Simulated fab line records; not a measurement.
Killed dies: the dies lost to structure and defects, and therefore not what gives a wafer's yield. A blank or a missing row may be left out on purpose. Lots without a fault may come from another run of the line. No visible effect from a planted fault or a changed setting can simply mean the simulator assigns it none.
fab line records    flow rit-cmos
[record] lots = 6  wafers = 18  last-day = 8
route steps=202 shown ACTIVE@17 FOX1@20 FOX2@23 NWELL@28 PWELL@39 WELLDRIVE@50
lots untouched by any fault: they come from a run of this same line in which no faults occurred
start-h: start of the lot's first displayed wafer, in hours after the record's first day    wait-h: hours elapsed since this lot's preceding step    " as in the row above    L1.1+2: several wafers, shown together as one row    - no value present, or no start provided    * or withheld: withheld    < > ~ a bound
route shown NAME@n: a module of which the file shows steps, and the number in the route of the first    usual: mean and standard deviation over wafers with no fault    same: alike in all rows    chamber/n: place in a boat    sites: the reading at each site    _std_site: the standard deviation of these    _edge_site: mean of outer sites minus mean of inner sites    radius-mm: for every site, how far away it sits from the centre of the wafer    mask NAME#n: copy n    behind: the last tool/chamber to shape the wafer    hold: cause of the lot's hold/its duration in hours/its outcome    device: transistor that didn't switch, given as n, p or np    end of line: the same wafers' tests at the end of the route    a step given without rows: its recipe and nothing more    killed: at the first sort, the dies lost to defects and structure; wafer yield is something else    map: the dies of a wafer, with x for killed, . for not killed, _ for no die there
set.NAME: the setting as run; set.NAME@STEP: as run at that earlier step    model.NAME: the simulator's own value behind a step, which no gauge read
lots at some steps of the route; a table a step, a row a wafer
services: when a tool's chamber went out of use (start-h, in hours from the record's first day, below 0 if earlier), for how many hours, and the reason
[[steps]]
[step RIT_ACTIVE_CLEAN_15]
[recipe] chemistry = SC1  mix = 3:3:50  time-s = 600  temp-c = 75
[step RIT_ACTIVE_CLEAN_16]
[recipe] chemistry = dHF  dilution = 50:1  time-s = 30
[step RIT_ACTIVE_CLEAN_17]
[recipe] chemistry = SC2  mix = 3:3:50  time-s = 600  temp-c = 75  dry = n2-spin
[step RIT_FOX1_OXIDATION_00]
[recipe] temp-c = 1100  ambient = H2O  target-thk-a = 3507  p-h2o-torr = 720  ox-time-s = 1130
[step RIT_FOX1_THK_MEAS_01]
[recipe] reads = SiO2_of_FOX1_OXIDATION_00
[usual] FOX1_OXIDE_THK = 351/6.3
lot.wafer  tool           chamber  start-h  wait-h  FOX1_OXIDE_THK[nm]
L691.1     film-metro-02  -        58.39    0.0     347
L691.5     "              -        "        "       345
L691.6     "              -        "        "       342
L693.3     film-metro-01  -        67.33    0.0     349
L693.4     "              -        "        "       344
L693.5     "              -        "        "       352
L698.4     film-metro-03  -        93.57    0.0     347
L698.5     "              -        "        "       345
L698.6     "              -        "        "       347
L700.1     film-metro-02  -        104.04   0.0     352
L700.3     "              -        "        "       351
L700.4     "              -        "        "       352
L703.2     film-metro-02  -        119.70   0.0     349
L703.5     "              -        "        "       350
L703.6     "              -        "        "       346
L705.1     film-metro-03  -        130.29   0.0     345
L705.2     "              -        "        "       347
L705.3     "              -        "        "       349
[step RIT_FOX1_WET_ETCH_02]
[recipe] chemistry = BOE  target-depth-nm = 350  time-s = 390  temp-c = 21.5  dry = n2-spin  dilution = 10:1  target = SiO2
[step RIT_FOX2_OXIDATION_00]
[recipe] temp-c = 1100  ambient = H2O  target-thk-a = 3507  p-h2o-torr = 720  ox-time-s = 1130
[step RIT_FOX2_THK_MEAS_01]
[recipe] reads = SiO2_of_FOX2_OXIDATION_00
[usual] FOX2_OXIDE_THK = 352/7.3
lot.wafer  tool           chamber  start-h  wait-h  FOX2_OXIDE_THK[nm]
L691.1     film-metro-02  -        59.88    0.0     368
L691.5     "              -        "        "       362
L691.6     "              -        "        "       361
L693.3     film-metro-02  -        68.83    0.0     352
L693.4     "              -        "        "       354
L693.5     "              -        "        "       351
L698.4     film-metro-04  -        95.07    0.0     359
L698.5     "              -        "        "       363
L698.6     "              -        "        "       362
L700.1     film-metro-04  -        105.54   0.0     355
L700.3     "              -        "        "       353
L700.4     "              -        "        "       351
L703.2     film-metro-02  -        121.19   0.0     344
L703.5     "              -        "        "       343
L703.6     "              -        "        "       341
L705.1     film-metro-02  -        136.33   0.0     350
L705.2     "              -        "        "       351
L705.3     "              -        "        "       349
[step RIT_FOX2_CLEAN_02]
[recipe] chemistry = dHF  dilution = 50:1  time-s = 180
[step RIT_FOX2_WET_ETCH_03]
[recipe] chemistry = H3PO4  target = Si3N4  target-depth-nm = 195  temp-c = 165  time-s = 2700
[step RIT_FOX2_THK_MEAS_90]
[recipe] reads = SiO2_of_FOX2_OXIDATION_00
[usual] FIELD_OXIDE_LEFT_1_THK = 325/7.4
lot.wafer  tool           chamber  start-h  wait-h  FIELD_OXIDE_LEFT_1_THK[nm]
L691.1     film-metro-02  -        61.51    0.0     341
L691.5     "              -        "        "       335
L691.6     "              -        "        "       334
L693.3     film-metro-01  -        70.46    0.0     324
L693.4     "              -        "        "       327
L693.5     "              -        "        "       324
L698.4     film-metro-01  -        95.94    0.0     332
L698.5     "              -        "        "       336
L698.6     "              -        "        "       335
L700.1     film-metro-04  -        106.42   0.0     327
L700.3     "              -        "        "       325
L700.4     "              -        "        "       322
L703.2     film-metro-01  -        122.15   0.0     317
L703.5     "              -        "        "       316
L703.6     "              -        "        "       314
L705.1     film-metro-04  -        137.21   0.0     323
L705.2     "              -        "        "       324
L705.3     "              -        "        "       322
[step RIT_NWELL_HMDS_00]
[recipe] prime-time-s = 60  prime-temp-c = 140
[step RIT_NWELL_COAT_01]
[recipe] resist = NOVOLAK  spin-rpm = 2000  resist-thk-nm = 1300
[usual] dispense-pressure-kPa = 53/5.1
lot.wafer  tool            chamber  start-h  wait-h  dispense-pressure-kPa  model.NOVOLAK_of_NWELL_COAT_01.thk-nm
L691.1     litho-track-03  0        61.80    0.1     59                     260.3
L691.5     "               0        "        "       59                     260.9
L691.6     "               0        "        "       59                     260.5
L693.3     litho-track-03  0        70.70    0.1     59                     260.8
L693.4     "               0        "        "       59                     260.6
L693.5     "               0        "        "       59                     260.2
L698.4     litho-track-02  0        96.20    0.1     46                     1305
L698.5     "               0        "        "       46                     1302
L698.6     "               0        "        "       46                     1304
L700.1     litho-track-02  0        106.63   0.1     46                     1304
L700.3     "               0        "        "       46                     1306
L700.4     "               0        "        "       46                     1301
L703.2     litho-track-01  0        122.37   0.1     54                     1301
L703.5     "               0        "        "       54                     1297
L703.6     "               0        "        "       54                     1299
L705.1     litho-track-03  0        137.42   0.1     59                     1302
L705.2     "               0        "        "       59                     1305
L705.3     "               0        "        "       59                     1302
[step RIT_NWELL_SOFTBAKE_02]
[recipe] resist = NOVOLAK  temp-c = 90  time-s = 60
[step RIT_NWELL_EXPOSE_03]
[recipe] mask-id = M2  na = 0.57  target-cd-nm = 43900  dose-mj = 250
[step RIT_NWELL_PEB_04]
[recipe] resist = NOVOLAK  temp-c = withheld  time-s = withheld
[step RIT_NWELL_DEVELOP_05]
[recipe] resist = NOVOLAK  develop-time-s = 68  dev-temp-c = 23
[step RIT_NWELL_OVL_MEAS_06]
[usual] NWELL_OVL = -0.8/1.4
lot.wafer  tool        chamber  start-h  wait-h  NWELL_OVL[nm]
L691.1     overlay-01  -        62.53    -       1.5
L691.5     "           -        "        "       1.0
L691.6     "           -        "        "       2.3
L693.3     overlay-01  -        71.52    -       -1.4
L693.4     "           -        "        "       -0.7
L693.5     "           -        "        "       -1.5
L698.4     overlay-02  -        96.87    -       -0.3
L698.5     "           -        "        "       -0.1
L698.6     "           -        "        "       -0.9
L700.1     overlay-01  -        107.48   -       0.9
L700.3     "           -        "        "       -2.1
L700.4     "           -        "        "       -0.1
L703.2     overlay-02  -        123.21   -       -0.4
L703.5     "           -        "        "       0.2
L703.6     "           -        "        "       1.7
L705.1     overlay-01  -        138.27   -       -0.1
L705.2     "           -        "        "       0.9
L705.3     "           -        "        "       0.6
[step RIT_NWELL_HARDBAKE_07]
[recipe] resist = NOVOLAK  temp-c = 140  time-s = 120
lot.wafer  tool            chamber  start-h  wait-h  model.NOVOLAK_of_NWELL_COAT_01.thk-nm
L691.1     litho-track-02  0        62.56    0.0     234.6
L691.5     "               0        "        "       235
L691.6     "               0        "        "       234.7
L693.3     litho-track-01  0        71.62    0.1     234.9
L693.4     "               0        "        "       234.8
L693.5     "               0        "        "       234.5
L698.4+6   litho-track-03  0        97.01    0.1     1141
L698.5     "               0        "        "       1139
L700.1     litho-track-01  0        107.52   0.0     1140
L700.3     "               0        "        "       1142
L700.4     "               0        "        "       1138
L703.2     litho-track-01  0        123.28   0.1     1138
L703.5     "               0        "        "       1135
L703.6     "               0        "        "       1136
L705.1     litho-track-03  0        138.31   0.0     1139
L705.2     "               0        "        "       1141
L705.3     "               0        "        "       1138
[step RIT_NWELL_IMPLANT_08]
[recipe] species = P  energy-kev = 170  dose-cm2 = 5e+13  tilt-deg = 7
[step RIT_NWELL_STRIP_09]
[recipe] chemistry = O2  time-s = 180  resist = NOVOLAK  platen-temp-c = withheld  power-w = 500  pressure-mtorr = 4000  o2-flow-sccm = 4000
[usual] drypump-motor-current-A = 6.0/0.32
lot.wafer  tool             chamber  start-h  wait-h  drypump-motor-current-A  rf-hours-counter-h
L691.1     plasma-asher-04  0        62.96    0.1     6.2                      41
L691.5     "                1        "        "       6.3                      -
L691.6     "                0        "        "       6.1                      -
L693.3     plasma-asher-01  1        72.00    0.1     5.0                      -
L693.4     "                0        "        "       5.5                      -
L693.5     "                0        "        "       5.5                      -
L698.4     plasma-asher-01  0        97.35    0.1     5.6                      -
L698.5     "                0        "        "       5.6                      -
L698.6     "                1        "        "       5.0                      -
L700.1     plasma-asher-03  0        107.92   0.1     6.1                      46
L700.3     "                0        "        "       6.0                      -
L700.4     "                1        "        "       5.9                      -
L703.2     plasma-asher-04  1        123.64   0.1     6.3                      48
L703.5     "                0        "        "       6.2                      -
L703.6     "                1        "        "       6.3                      -
L705.1     plasma-asher-03  0        138.71   0.1     6.0                      2
L705.2     "                1        "        "       5.9                      2
L705.3     "                0        "        "       6.0                      -
[step RIT_NWELL_TW_MEAS_10]
[usual] NWELL_TW = 2141/20
lot.wafer  tool           chamber  start-h  wait-h  NWELL_TW
L691.1     film-metro-04  -        63.14    0.1     2111
L691.5     "              -        "        "       2100
L691.6     "              -        "        "       2113
L693.3     film-metro-04  -        72.14    0.1     2118
L693.4     "              -        "        "       2121
L693.5     "              -        "        "       2127
L698.4     film-metro-03  -        97.49    0.1     2144
L698.5     "              -        "        "       2138
L698.6     "              -        "        "       2147
L700.1     film-metro-04  -        108.09   0.1     2104
L700.3     "              -        "        "       2118
L700.4     "              -        "        "       2109
L703.2     film-metro-04  -        123.82   0.1     2120
L703.5     "              -        "        "       2120
L703.6     "              -        "        "       2135
L705.1     film-metro-04  -        138.89   0.1     2121
L705.2     "              -        "        "       2124
L705.3     "              -        "        "       2127
[step RIT_PWELL_HMDS_00]
[recipe] prime-time-s = 60  prime-temp-c = 140
[step RIT_PWELL_COAT_01]
[recipe] resist = NOVOLAK  spin-rpm = 2000  resist-thk-nm = 1300
[step RIT_PWELL_SOFTBAKE_02]
[recipe] resist = NOVOLAK  temp-c = 90  time-s = 60
[step RIT_PWELL_EXPOSE_03]
[recipe] mask-id = M3  na = 0.57  target-cd-nm = 43700  dose-mj = 250
[step RIT_PWELL_PEB_04]
[recipe] resist = NOVOLAK  temp-c = withheld  time-s = withheld
[step RIT_PWELL_DEVELOP_05]
[recipe] resist = NOVOLAK  develop-time-s = 68  dev-temp-c = 23
[step RIT_PWELL_OVL_MEAS_06]
[usual] PWELL_OVL = -1.6/1.3
lot.wafer  tool        chamber  start-h  wait-h  PWELL_OVL[nm]
L691.1     overlay-02  -        64.09    -       -3.4
L691.5     "           -        "        "       -1.3
L691.6     "           -        "        "       0.3
L693.3     overlay-02  -        73.23    -       -3.5
L693.4     "           -        "        "       -2.5
L693.5     "           -        "        "       -2.1
L698.4     overlay-02  -        98.56    -       -3.5
L698.5     "           -        "        "       -0.7
L698.6     "           -        "        "       -2.4
L700.1     overlay-01  -        109.16   -       -3.3
L700.3     "           -        "        "       -1.7
L700.4     "           -        "        "       0.0
L703.2     overlay-02  -        125.00   -       -1.8
L703.5     "           -        "        "       -1.4
L703.6     "           -        "        "       -2.9
L705.1     overlay-01  -        139.83   -       -1.2
L705.2     "           -        "        "       0.0
L705.3     "           -        "        "       -0.5
[step RIT_PWELL_HARDBAKE_07]
[recipe] resist = NOVOLAK  temp-c = 140  time-s = 120
[step RIT_PWELL_IMPLANT_08]
[recipe] species = B  energy-kev = 170  dose-cm2 = 7e+13  tilt-deg = 7
[step RIT_PWELL_STRIP_09]
[recipe] chemistry = O2  time-s = 180  resist = NOVOLAK  platen-temp-c = withheld  power-w = 500  pressure-mtorr = 4000  o2-flow-sccm = 4000
[usual] drypump-motor-current-A = 5.95/0.25
lot.wafer  tool             chamber  start-h  wait-h  drypump-motor-current-A  rf-hours-counter-h
L691.1     plasma-asher-03  1        64.52    0.1     5.95                     42
L691.5     "                0        "        "       6.00                     -
L691.6     "                1        "        "       5.93                     -
L693.3     plasma-asher-03  1        73.71    0.1     5.93                     -
L693.4     "                0        "        "       6.05                     -
L693.5     "                1        "        "       5.92                     -
L698.4     plasma-asher-04  0        99.04    0.1     6.14                     -
L698.5     "                1        "        "       6.28                     -
L698.6     "                0        "        "       6.15                     -
L700.1     plasma-asher-02  0        109.59   0.1     5.51                     48
L700.3     "                0        "        "       5.51                     -
L700.4     "                1        "        "       5.63                     -
L703.2     plasma-asher-04  0        125.43   0.1     6.14                     48
L703.5     "                0        "        "       6.15                     -
L703.6     "                1        "        "       6.30                     -
L705.1     plasma-asher-04  0        140.26   0.1     6.15                     49
L705.2     "                1        "        "       6.33                     49
L705.3     "                1        "        "       6.29                     -
[step RIT_PWELL_TW_MEAS_10]
[usual] PWELL_TW = 953/7.2
lot.wafer  tool           chamber  start-h  wait-h  PWELL_TW
L691.1     film-metro-03  -        64.70    0.1     2023
L691.5     "              -        "        "       2031
L691.6     "              -        "        "       2023
L693.3     film-metro-02  -        73.84    0.1     2010
L693.4     "              -        "        "       2004
L693.5     "              -        "        "       2007
L698.4     film-metro-04  -        99.18    0.1     937
L698.5     "              -        "        "       937
L698.6     "              -        "        "       936
L700.1     film-metro-02  -        109.77   0.1     964
L700.3     "              -        "        "       965
L700.4     "              -        "        "       960
L703.2     film-metro-04  -        125.62   0.1     944
L703.5     "              -        "        "       941
L703.6     "              -        "        "       941
L705.1     film-metro-03  -        140.44   0.1     954
L705.2     "              -        "        "       962
L705.3     "              -        "        "       959
[step RIT_WELLDRIVE_ANNEAL_00]
[recipe] temp-c = 1100  time-s = 14700  ambient = N2
[[services]]
tool             chamber  start-h  hours  kind
plasma-asher-03  -        76.25    2.9    repair
plasma-asher-04  -        78.88    2.8    pm
plasma-asher-03  -        108.75   9.0    pm
plasma-asher-03  0        108.75   9.0    vent-cycle
plasma-asher-03  1        108.75   9.0    vent-cycle
plasma-asher-03  -        116.03   0.7    repair
plasma-asher-03  0        117.75   -      clean
plasma-asher-03  1        117.75   -      clean
plasma-asher-01  -        136.21   0.6    repair
[[key]]
[first-sign] step = RIT_PWELL_TW_MEAS_10  reading = PWELL_TW  direction = up  sigmas = 99+  usual = 953  struck = 2017
effect none on later readings
[model-effect] step = RIT_NWELL_COAT_01  value = NOVOLAK_of_NWELL_COAT_01.thk-nm  without = 1303  struck = 260.5
[model-effect] step = RIT_NWELL_HARDBAKE_07  value = NOVOLAK_of_NWELL_COAT_01.thk-nm  without = 1139  struck = 234.7
met-at RIT_NWELL_COAT_01
struck-wafers L691.1,L691.5,L691.6,L693.3,L693.4,L693.5
tester-left-out L691,L693
also-fits RIT_PWELL_STRIP_09:plasma-asher-03
[fault] kind = process-parameter-drift  tool = litho-track-03  chamber = -  onset-h = 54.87  steps = RIT_NWELL_COAT_01  channel = resist-thk-nm  offset = -1040  shape = step  end-h = 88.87  acts-in = these-recipes-only  stated = 1300
// tester-left-out: of these lots the tester's yield and bins aren't shown, on N5 and GAA mostly nor the transistor test; their killed dies are dies lost to structure and defects alone, not to doping, threshold or leakage, so they don't give the yield
